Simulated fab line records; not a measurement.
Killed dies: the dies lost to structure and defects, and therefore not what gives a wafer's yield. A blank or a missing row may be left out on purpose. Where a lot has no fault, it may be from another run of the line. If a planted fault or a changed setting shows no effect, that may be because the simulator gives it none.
fab line records	flow rit-cmos
[record] lots = 6	wafers = 18	last-day = 7
route steps=202 shown NRETRO@60 PRETRO@64 GATE@75 M1@202
lots untouched by any fault: they come from a run of this same line in which no faults occurred
start-h: start of the lot's first displayed wafer, in hours after the record's first day	wait-h: how many hours have passed since the lot's step before this one	" the same as in the row above	L1.1+2: one row covering several wafers at once	- no value, or no start was given	* or withheld: withheld	< > ~ a bound
route shown NAME@n: NAME is a module with steps in the file, n the number in the route of the first one	usual: the fault-free wafers' mean and standard deviation	same: alike in all rows	chamber/n: place in a boat	sites: each site's reading	_std_site: standard deviation across them	_edge_site: outer sites' mean less inner sites'	radius-mm: for every site, how far away it sits from the centre of the wafer	mask NAME#n: copy n	behind: the tool/chamber that last shaped the wafer	hold: cause of the lot's hold/its duration in hours/its outcome	device: names the non-switching transistor (n, p or np)	end of line: the same wafers' tests at the end of the route	a step given without rows: its recipe and nothing more	killed: dies that structure and defects cost at the first sort, which is not the same as the wafer's yield	map: a wafer's dies, x killed, . not, _ none there
set.NAME: the run value of the setting; set.NAME@STEP: its run value at that earlier step	model.NAME: the simulator's own value behind a step, which no gauge read
lots at selected steps of the route; one table per step, one row per wafer
services: when a tool's chamber went out of use (start-h, in hours from the record's first day, below 0 if earlier), for how many hours, and the reason
[[steps]]
[step RIT_NRETRO_HARDBAKE_07]
[recipe] resist = NOVOLAK	temp-c = 140	time-s = 120
[step RIT_NRETRO_IMPLANT_08]
[recipe] species = P	energy-kev = 70	dose-cm2 = 1e+13	tilt-deg = 7
[step RIT_NRETRO_STRIP_09]
[recipe] chemistry = O2	time-s = 180	resist = NOVOLAK	platen-temp-c = withheld	power-w = 500	pressure-mtorr = 4000	o2-flow-sccm = 4000
[usual] drypump-motor-current-A = 5.8/0.35
lot.wafer	tool	chamber	start-h	wait-h	drypump-motor-current-A	rf-hours-counter-h
L600.3	plasma-asher-04	0	34.37	0.1	5.9	-
L600.5	"	1	"	"	6.3	-
L600.6	"	0	"	"	5.9	-
L610.1	plasma-asher-01	0	85.31	0.1	5.6	44
L610.3	"	0	"	"	5.6	-
L610.5	"	0	"	"	5.6	-
L614.1	plasma-asher-01	1	111.23	0.1	5.9	46
L614.2	"	0	"	"	5.6	46
L614.6	"	0	"	"	5.6	-
L616.1	plasma-asher-01	0	117.04	0.1	5.6	47
L616.3	"	0	"	"	5.6	-
L616.5	"	1	"	"	5.9	-
L618.1	plasma-asher-01	1	127.13	0.1	5.9	48
L618.2	"	0	"	"	5.6	48
L618.3	"	1	"	"	5.9	-
L621.1	plasma-asher-04	0	141.19	0.1	5.9	2
L621.2	"	1	"	"	6.3	2
L621.3	"	0	"	"	5.9	-
[step RIT_NRETRO_TW_MEAS_10]
[usual] NRETRO_TW = 1059/7.5
lot.wafer	tool	chamber	start-h	wait-h	NRETRO_TW
L600.3	film-metro-04	-	34.51	0.1	1065
L600.5	"	-	"	"	1071
L600.6	"	-	"	"	1076
L610.1	film-metro-04	-	85.48	0.1	1059
L610.3	"	-	"	"	1063
L610.5	"	-	"	"	1064
L614.1	film-metro-04	-	111.41	0.1	1066
L614.2	"	-	"	"	1062
L614.6	"	-	"	"	1061
L616.1	film-metro-03	-	117.21	0.1	1058
L616.3	"	-	"	"	1047
L616.5	"	-	"	"	1055
L618.1	film-metro-04	-	127.30	0.1	1068
L618.2	"	-	"	"	1071
L618.3	"	-	"	"	1063
L621.1	film-metro-01	-	141.36	0.1	1057
L621.2	"	-	"	"	1065
L621.3	"	-	"	"	1060
[step RIT_PRETRO_HMDS_00]
[recipe] prime-time-s = 60	prime-temp-c = 140
[step RIT_PRETRO_COAT_01]
[recipe] resist = NOVOLAK	spin-rpm = 2000	resist-thk-nm = 1300
[step RIT_PRETRO_SOFTBAKE_02]
[recipe] resist = NOVOLAK	temp-c = 90	time-s = 60
[step RIT_PRETRO_EXPOSE_03]
[recipe] mask-id = M5	na = 0.57	target-cd-nm = 43700	dose-mj = 250
[step RIT_PRETRO_PEB_04]
[recipe] resist = NOVOLAK	temp-c = withheld	time-s = withheld
[step RIT_PRETRO_DEVELOP_05]
[recipe] resist = NOVOLAK	develop-time-s = 68	dev-temp-c = 23
[step RIT_PRETRO_OVL_MEAS_06]
[usual] PRETRO_OVL = -0.7/1.7
lot.wafer	tool	chamber	start-h	wait-h	PRETRO_OVL[nm]
L600.3	overlay-02	-	35.44	-	1.4
L600.5	"	-	"	"	0.1
L600.6	"	-	"	"	-0.2
L610.1	overlay-02	-	86.42	-	1.0
L610.3	"	-	"	"	-0.2
L610.5	"	-	"	"	2.6
L614.1	overlay-02	-	112.47	-	-0.7
L614.2	"	-	"	"	0.0
L614.6	"	-	"	"	-1.0
L616.1	overlay-02	-	118.28	-	-2.5
L616.3	"	-	"	"	-2.0
L616.5	"	-	"	"	-3.3
L618.1	overlay-01	-	128.31	-	-0.8
L618.2	"	-	"	"	0.5
L618.3	"	-	"	"	0.8
L621.1	overlay-01	-	142.30	-	-1.7
L621.2	"	-	"	"	-0.7
L621.3	"	-	"	"	-1.5
[step RIT_PRETRO_HARDBAKE_07]
[recipe] resist = NOVOLAK	temp-c = 140	time-s = 120
[step RIT_PRETRO_IMPLANT_08]
[recipe] species = B	energy-kev = 45	dose-cm2 = 1.2e+13	tilt-deg = 7
[usual] beam-energy-keV = 45.003/0.016
lot.wafer	tool	chamber	start-h	wait-h	beam-energy-keV	model.implant.rp-nm	model.implant.drp-nm
L600.3	implanter-01	0	35.76	0.2	45.001	143.4	55.07
L600.5	"	0	"	"	45.001	143.4	55.07
L600.6	"	0	"	"	45.004	143.4	55.07
L610.1	implanter-03	0	86.71	0.2	44.977	146.8	55.07
L610.3	"	0	"	"	45.016	146.8	55.07
L610.5	"	0	"	"	45.006	146.8	55.07
L614.1	implanter-03	0	112.76	0.2	34.222	108.5	46.87
L614.2	"	0	"	"	34.202	108.5	46.87
L614.6	"	0	"	"	34.214	108.5	46.87
L616.1	implanter-03	0	118.56	0.2	34.201	113.9	46.87
L616.3	"	0	"	"	34.189	113.9	46.87
L616.5	"	0	"	"	34.218	113.9	46.87
L618.1	implanter-02	0	128.59	0.2	44.993	142.8	55.07
L618.2	"	0	"	"	44.995	142.8	55.07
L618.3	"	0	"	"	45.005	142.8	55.07
L621.1	implanter-02	0	142.59	0.2	44.991	143.8	55.07
L621.2	"	0	"	"	45.003	143.8	55.07
L621.3	"	0	"	"	45.015	143.8	55.07
[step RIT_PRETRO_STRIP_09]
[recipe] chemistry = O2	time-s = 180	resist = NOVOLAK	platen-temp-c = withheld	power-w = 500	pressure-mtorr = 4000	o2-flow-sccm = 4000
[usual] drypump-motor-current-A = 5.7/0.49
lot.wafer	tool	chamber	start-h	wait-h	drypump-motor-current-A	rf-hours-counter-h
L600.3	plasma-asher-04	1	35.92	0.1	6.3	-
L600.5	"	1	"	"	6.3	-
L600.6	"	0	"	"	5.9	-
L610.1	plasma-asher-04	0	86.86	0.1	5.8	45
L610.3	"	0	"	"	5.9	-
L610.5	"	0	"	"	5.9	-
L614.1	plasma-asher-03	1	112.91	0.1	6.1	48
L614.2	"	0	"	"	5.2	48
L614.6	"	1	"	"	6.1	-
L616.1	plasma-asher-03	1	118.71	0.1	6.1	48
L616.3	"	1	"	"	6.1	-
L616.5	"	1	"	"	6.1	-
L618.1	plasma-asher-02	1	128.74	0.1	5.1	33
L618.2	"	0	"	"	6.1	33
L618.3	"	0	"	"	6.1	-
L621.1	plasma-asher-04	0	142.74	0.1	5.9	2
L621.2	"	1	"	"	6.3	2
L621.3	"	0	"	"	5.9	-
[step RIT_PRETRO_TW_MEAS_10]
[usual] PRETRO_TW = 478.5/2.1
lot.wafer	tool	chamber	start-h	wait-h	PRETRO_TW
L600.3	film-metro-02	-	36.06	0.1	478.2
L600.5	"	-	"	"	479.5
L600.6	"	-	"	"	476.3
L610.1	film-metro-02	-	87.03	0.1	477.9
L610.3	"	-	"	"	478.0
L610.5	"	-	"	"	477.9
L614.1	film-metro-02	-	113.08	0.1	456.9
L614.2	"	-	"	"	451.7
L614.6	"	-	"	"	457.0
L616.1	film-metro-04	-	118.89	0.1	462.0
L616.3	"	-	"	"	461.1
L616.5	"	-	"	"	459.2
L618.1	film-metro-04	-	128.92	0.1	482.1
L618.2	"	-	"	"	480.5
L618.3	"	-	"	"	482.6
L621.1	film-metro-01	-	142.92	0.1	481.5
L621.2	"	-	"	"	477.8
L621.3	"	-	"	"	478.5
[step RIT_GATE_WET_ETCH_00]
[recipe] chemistry = BOE	target = SiO2	target-depth-nm = 56	time-s = 60	dry = n2-spin	dilution = 10:1	temp-c = 21.5
[step RIT_M1_PROBE_99]
[usual] killed-at-contacts = 0.1/0.23	killed-at-front-end = 7/3	killed-dies = 7/3.1	killed-on-rim = 1.9/1.5	killed-open = 3.3/2.1	killed-short = 3.3/2
[same] gross-dies = 264	killed_at_M0_to_M3 = 0	killed_at_M4_up = 0	killed-at-back-side = 0	killed-at-other = 0
lot.wafer	tool	chamber	start-h	wait-h	killed-at-contacts	killed-at-front-end	killed-dies	killed-on-rim	killed-open	killed-short	model.etest.nmos_0p3.r-on-ohm-um	model.etest.nmos_0p15.r-on-ohm-um	model.etest.nmos-turned.drive-ua-um	model.etest.nmos_0p15.drive-ua-um	model.etest.nmos-narrow.drive-ua-um	model.etest.nmos_0p3.drive-ua-um	model.etest.nmos_0p15.swing-mv-dec	model.etest.nmos_0p15.off-log10-a-um
L600.3	prober-01	-	62.26	0.2	0	8	8	1	4	4	2158	1118	317.8	465.7	220.9	222.7	86.04	-10.05
L600.5	prober-01	-	62.36	0.2	0	2	2	1	2	0	2157	1142	318.2	469.5	226.8	225.2	85.59	-10.08
L600.6	prober-01	-	62.41	0.2	0	4	4	1	1	3	2144	1099	335.3	482.9	227.4	224.8	86.43	-9.968
L610.1	prober-02	-	118.44	0.1	0	2	2	2	1	1	2136	1128	329.8	488.4	236.7	235.8	85.5	-9.963
L610.3	prober-02	-	118.54	0.2	0	4	4	1	2	2	2094	1069	334.2	486.4	232.7	232	85.97	-9.699
L610.5	prober-02	-	118.64	0.2	0	4	4	0	2	2	2054	1074	334.8	496.3	241.1	239.1	84.79	-9.894
L614.1	prober-01	-	143.67	0.1	0	6	6	1	4	2	2409	1195	270.7	419.1	188.3	186.1	87.62	-11.31
L614.2	prober-01	-	143.72	0.1	0	6	6	2	3	3	2385	1206	275.7	427.2	190.3	191.6	87.52	-11.01
L614.6	prober-01	-	143.92	0.2	0	1	1	1	1	0	2398	1246	275	417.5	194.6	191.5	87.33	-11.26
L616.1	prober-01	-	148.64	0.1	0	3	3	0	2	1	2327	1189	282.9	413.1	190.1	193.5	86.98	-11.4
L616.3	prober-01	-	148.74	0.2	0	4	4	1	2	2	2323	1189	288.9	422.9	194.1	196.6	86.77	-11.09
L616.5	prober-01	-	148.84	0.2	0	6	6	0	4	2	2356	1210	285.6	417.1	191.8	192	87.4	-11.11
L618.1	prober-01	-	157.19	0.1	0	4	4	2	3	1	2177	1146	321.9	469.9	223.4	224.7	86.13	-10.19
L618.2	prober-01	-	157.24	0.1	1	6	7	2	5	2	2160	1125	328.7	468.5	223.5	222.9	85.99	-10.09
L618.3	prober-01	-	157.29	0.2	0	9	9	4	5	4	2108	1095	329.8	472.6	225.4	224.3	85.88	-9.967
L621.1	prober-02	-	169.81	0.1	1	11	12	2	9	3	2134	1097	333.6	472.8	229.1	224.2	86.13	-10.18
L621.2	prober-02	-	169.86	0.1	0	8	8	2	2	6	2133	1105	333.5	475.1	223.3	223.7	86.66	-9.762
L621.3	prober-02	-	169.91	0.2	1	12	13	3	9	4	2170	1118	334.4	472.9	225	220.9	87.17	-9.838
// killed by level:class
L600.3 FOX2:geometric-particle:short=2 FOX2:geometric-particle:open=2 GATE:geometric-particle:open=1 SPACER:geometric-particle:short=1 SILICIDE:geometric-particle:short=1 SILICIDE:geometric-particle:open=1
L600.5 ACTIVE:geometric-particle:open=1 SILICIDE:geometric-particle:open=1
L600.6 FOX2:geometric-particle:short=1 GATE:geometric-particle:short=1 GATE:geometric-particle:open=1 REOX:geometric-particle:short=1
L610.1 FOX2:geometric-particle:short=1 REOX:geometric-particle:open=1
L610.3 FOX1:geometric-particle:open=1 FOX2:geometric-particle:short=1 REOX:geometric-particle:open=1 SPACER:geometric-particle:short=1
L610.5 GATE:geometric-particle:open=2 SPACER:geometric-particle:short=1 SILICIDE:geometric-particle:short=1
L614.1 GATE:geometric-particle:short=2 GATE:geometric-particle:open=2 REOX:geometric-particle:open=1 SPACER:geometric-particle:open=1
L614.2 GATE:geometric-particle:open=2 SILICIDE:geometric-particle:short=2 GATE:geometric-particle:short=1 REOX:geometric-particle:open=1
L614.6 GATE:geometric-particle:open=1
L616.1 FOX1:geometric-particle:open=1 SPACER:geometric-particle:open=1 SILICIDE:geometric-particle:short=1
L616.3 GATE:geometric-particle:open=2 REOX:geometric-particle:short=1 SILICIDE:geometric-particle:short=1
L616.5 SPACER:geometric-particle:open=2 FOX1:geometric-particle:open=1 FOX2:geometric-particle:short=1 GATE:geometric-particle:open=1 GATE:geometric-particle:short=1
L618.1 FOX2:geometric-particle:open=2 FOX1:geometric-particle:short=1 GATE:geometric-particle:open=1
L618.2 SPACER:geometric-particle:open=2 FOX1:geometric-particle:short=1 FOX1:geometric-particle:open=1 SPACER:geometric-particle:short=1 SILICIDE:geometric-particle:open=1 CONTACT:geometric-particle:open=1
L618.3 GATE:geometric-particle:short=2 GATE:geometric-particle:open=2 REOX:geometric-particle:short=2 REOX:geometric-particle:open=1 SPACER:geometric-particle:open=1 SILICIDE:geometric-particle:open=1
L621.1 GATE:geometric-particle:open=7 REOX:geometric-particle:short=2 GATE:geometric-particle:short=1 REOX:geometric-particle:open=1 CONTACT:geometric-particle:open=1
L621.2 GATE:geometric-particle:short=3 SPACER:geometric-particle:open=2 FOX2:geometric-particle:short=1 REOX:geometric-particle:short=1 SPACER:geometric-particle:short=1
L621.3 REOX:geometric-particle:open=3 SILICIDE:geometric-particle:open=3 REOX:geometric-particle:short=2 SPACER:geometric-particle:open=2 GATE:geometric-particle:short=1 SPACER:geometric-particle:short=1 CONTACT:geometric-particle:open=1
[[services]]
tool	chamber	start-h	hours	kind
implanter-02	-	11.37	10.5	pm
plasma-asher-02	-	25.15	1.0	repair
implanter-02	-	25.20	4.3	repair
plasma-asher-04	-	71.89	1.8	repair
plasma-asher-03	-	86.78	4.0	pm
plasma-asher-04	-	108.75	9.0	pm
plasma-asher-04	0	108.75	9.0	vent-cycle
plasma-asher-04	1	108.75	9.0	vent-cycle
plasma-asher-04	0	117.75	-	clean
plasma-asher-04	1	117.75	-	clean
implanter-03	-	120.14	0.5	repair
implanter-01	-	123.12	0.5	repair
plasma-asher-04	-	126.51	5.2	repair
[[key]]
[first-sign] step = RIT_PRETRO_IMPLANT_08	reading = beam-energy-keV	direction = down	sigmas = 99+	usual = 45.003	struck = 34.208
[effect] step = RIT_PRETRO_TW_MEAS_10	reading = PRETRO_TW	direction = down	sigmas = 9.7	usual = 478.5	struck = 458.0
[model-effect] step = RIT_PRETRO_IMPLANT_08	value = implant.rp-nm	without = 144.5	struck = 111.2
[model-effect] step = RIT_M1_PROBE_99	value = etest.nmos_0p3.r-on-ohm-um	without = 2196	struck = 2366
met-at RIT_PRETRO_IMPLANT_08
struck-wafers L614.1,L614.2,L614.6,L616.1,L616.3,L616.5
tester-left-out L614,L616
onset-between 86.71 112.76
[fault] kind = process-parameter-drift	tool = implanter-03	chamber = -	onset-h = 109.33	steps = RIT_PRETRO_IMPLANT_08	channel = energy-kev	offset = -10.801	shape = step	end-h = 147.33	acts-in = these-recipes-only	stated = 45
// tester-left-out: of these lots the tester's yield and bins aren't shown, on N5 and GAA mostly nor the transistor test; their killed dies are dies lost to structure and defects alone, not to doping, threshold or leakage, so they don't give the yield
